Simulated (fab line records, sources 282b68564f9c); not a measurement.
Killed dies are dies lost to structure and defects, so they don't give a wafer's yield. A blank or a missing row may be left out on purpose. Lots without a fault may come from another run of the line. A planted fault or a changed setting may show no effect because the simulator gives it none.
Which tool did it? | flow rit_cmos | 14 lots, 42 wafers sampled, at 2 steps of a route of 202

WHAT THE GAUGES READ, wafer by wafer
The record holds no reading of a measuring or inspecting step that can be judged against a usual standard deviation.

WHICH TOOL RAN EACH LOT (tool, then ch and the chambers of the sampled wafers, then the start)
lot  | RIT_M1_METAL_ETCH_12             | RIT_M1_PROBE_99
L825 | rie_metal-02 ch 0,1, day 3 13:56 | prober-01, day 3 16:16
L826 | rie_metal-03 ch 0,1, day 3 18:45 | prober-02, day 3 22:03
L827 | rie_metal-04 ch 0,1, day 4 01:58 | prober-01, day 4 04:32
L828 | rie_metal-02 ch 0,1, day 4 04:27 | prober-02, day 4 07:19
L829 | rie_metal-03 ch 0,1, day 4 07:35 | prober-01, day 4 10:27
L832 | rie_metal-03 ch 0, day 5 04:00   | prober-02, day 5 06:15
L833 | rie_metal-04 ch 0,1, day 5 06:29 | prober-01, day 5 08:59
L837 | rie_metal-02 ch 0,1, day 6 03:52 | prober-01, day 6 06:11
L840 | rie_metal-02 ch 0,1, day 6 20:03 | prober-02, day 6 23:43
L841 | rie_metal-03 ch 0,1, day 7 01:09 | prober-01, day 7 03:27
L843 | rie_metal-03 ch 0, day 7 10:58   | prober-01, day 7 14:40
L844 | rie_metal-04 ch 0,1, day 7 12:47 | prober-02, day 7 17:29
L846 | rie_metal-03 ch 0,1, day 7 21:10 | prober-02, day 7 23:25
L847 | rie_metal-04 ch 0,1, day 8 01:37 | prober-01, day 8 05:19
- RIT_M1_METAL_ETCH_12: etches Al in Cl2/BCl3, stops on SiO2, time 165 s, target depth 600 nm.
- RIT_M1_PROBE_99

WHAT THE TOOLS THEMSELVES READ (means of the sampled wafers that have a number; where no wafer has one, the mark that the record gives instead)
RIT_M1_METAL_ETCH_12. Usual: drypump_motor_current_A 5.9 A, standard deviation 0.5; oes_product_au 0.754 a.u., standard deviation 0.014; throttle_valve_pct 8.33 %, standard deviation 0.12.
lot  | tool         | drypump_motor_current_A (A) | oes_product_au (a.u.) | throttle_valve_pct (%) | flag
L825 | rie_metal-02 | 5.7                         | 0.752                 | 8.33                   |
L826 | rie_metal-03 | 5.9                         | 0.763                 | 8.21                   |
L827 | rie_metal-04 | 5.5                         | 0.773                 | 8.47                   |
L828 | rie_metal-02 | 5.7                         | 0.750                 | 8.32                   |
L829 | rie_metal-03 | 5.9                         | 0.767                 | 8.20                   |
L832 | rie_metal-03 | 6.5                         | 0.756                 | 8.19                   |
L833 | rie_metal-04 | 5.9                         | 0.757                 | 8.47                   |
L837 | rie_metal-02 | 6.1                         | 0.742                 | 8.30                   |
L840 | rie_metal-02 | 5.7                         | 0.749                 | 8.32                   |
L841 | rie_metal-03 | 6.2                         | 0.754                 | 8.20                   |
L843 | rie_metal-03 | 6.5                         | 0.750                 | 8.18                   |
L844 | rie_metal-04 | 5.5                         | 0.731                 | 8.46                   |
L846 | rie_metal-03 | 6.0                         | 0.758                 | 8.20                   |
L847 | rie_metal-04 | 5.5                         | 0.741                 | 8.45                   |

RIT_M1_PROBE_99. Usual: defect_limited_yield 97.5 %, standard deviation 1.2; killed_at_M0_to_M3 0.0, standard deviation 0.12; killed_at_contacts 0.1, standard deviation 0.29; killed_at_front_end 7, standard deviation 3; killed_dies 7, standard deviation 3; killed_open 3.2, standard deviation 2; killed_short 3.5, standard deviation 2.1; sort_bin_3_pad_short 0.1 %, standard deviation 0.23; sort_bin_5_function 1.4 %, standard deviation 0.78; sort_bin_6_memory 1.0 %, standard deviation 0.65; sort_n_pass 257, standard deviation 3; sort_yield_pct 97.5 %, standard deviation 1.2.
lot  | tool      | defect_limited_yield (%) | killed_at_M0_to_M3 | killed_at_contacts | killed_at_front_end | killed_dies | killed_open | killed_short | sort_bin_3_pad_short (%) | sort_bin_5_function (%) | sort_bin_6_memory (%) | sort_n_pass | sort_yield_pct (%) | flag
L825 | prober-01 | 95.7                     | 0.0                | 0.3                | 11                  | 11          | 5.3         | 6.0          | 0.1                      | 2.5                     | 1.6                   | 253         | 95.7               |
L826 | prober-02 | 95.6                     | 0.0                | 0.3                | 11                  | 12          | 3.7         | 8.0          | 0.6                      | 1.8                     | 2.0                   | 252         | 95.6               |
L827 | prober-01 | 97.9                     | 0.0                | 0.0                | 6                   | 6           | 4.0         | 1.7          | 0.0                      | 1.1                     | 1.0                   | 258         | 97.9               |
L828 | prober-02 | 97.5                     | 0.0                | 0.0                | 7                   | 7           | 3.7         | 3.0          | 0.3                      | 1.3                     | 1.0                   | 257         | 97.5               |
L829 | prober-01 | 97.3                     | 0.0                | 0.0                | 7                   | 7           | 4.0         | 3.0          | 0.0                      | 1.3                     | 1.4                   | 257         | 97.3               |
L832 | prober-02 | 98.4                     | 0.0                | 0.0                | 4                   | 4           | 1.3         | 3.0          | 0.0                      | 1.0                     | 0.6                   | 260         | 98.4               |
L833 | prober-01 | 98.0                     | 0.0                | 0.0                | 5                   | 5           | 3.0         | 2.0          | 0.0                      | 1.3                     | 0.8                   | 259         | 98.0               |
L837 | prober-01 | 93.9                     | 9.0                | 0.0                | 7                   | 16          | 3.3         | 3.7          | 0.5                      | 3.4                     | 2.1                   | 248         | 93.9               | OFF
L840 | prober-02 | 89.1                     | 20.0               | 0.0                | 9                   | 29          | 5.0         | 3.7          | 2.4                      | 6.4                     | 2.0                   | 235         | 89.1               | OFF
L841 | prober-01 | 97.1                     | 0.0                | 0.0                | 8                   | 8           | 5.0         | 2.7          | 0.1                      | 1.9                     | 0.9                   | 256         | 97.1               |
L843 | prober-01 | 97.5                     | 0.0                | 0.0                | 7                   | 7           | 2.3         | 4.3          | 0.1                      | 1.3                     | 1.1                   | 257         | 97.5               |
L844 | prober-02 | 97.6                     | 0.0                | 0.3                | 6                   | 6           | 2.3         | 4.0          | 0.4                      | 1.3                     | 0.8                   | 258         | 97.6               |
L846 | prober-02 | 99.1                     | 0.0                | 0.0                | 2                   | 2           | 2.3         | 0.0          | 0.0                      | 0.8                     | 0.1                   | 262         | 99.1               |
L847 | prober-01 | 97.4                     | 0.0                | 0.3                | 6                   | 7           | 4.0         | 2.7          | 0.0                      | 1.3                     | 1.2                   | 257         | 97.4               |

THE ANSWER, worked out from the rows above alone
Rule: a lot is off if the mean of its wafers that have a number lies more than 3 standard deviations from the usual mean. A lot without any number at a reading at which 4 lots or more have one is off too. The other lots that the step has rows for count as sound. The gauges are gone through in route order, then the tools' own readings, and for those a lot's mean is taken as printed above. The first step at which some lot is off is used, and at that step the reading that is off furthest; a lot without a number counts as furthest.
Off: L837, L840, at RIT_M1_PROBE_99 (killed_at_M0_to_M3).
A tool fits if, at that step or a process step before it, it ran every lot that is off, and no sound lot after the first of them. One fits: rie_metal-02 at RIT_M1_METAL_ETCH_12. Its last sound lot is L828 (day 4 04:27), its first lot that is off L837 (day 6 03:52): a fault that began between those two fits.

WHAT THE SIMULATOR HAD PUT IN
Chamber particle source: rie_metal-02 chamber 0, from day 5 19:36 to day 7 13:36, at RIT_M1_METAL_ETCH_12. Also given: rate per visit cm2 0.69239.
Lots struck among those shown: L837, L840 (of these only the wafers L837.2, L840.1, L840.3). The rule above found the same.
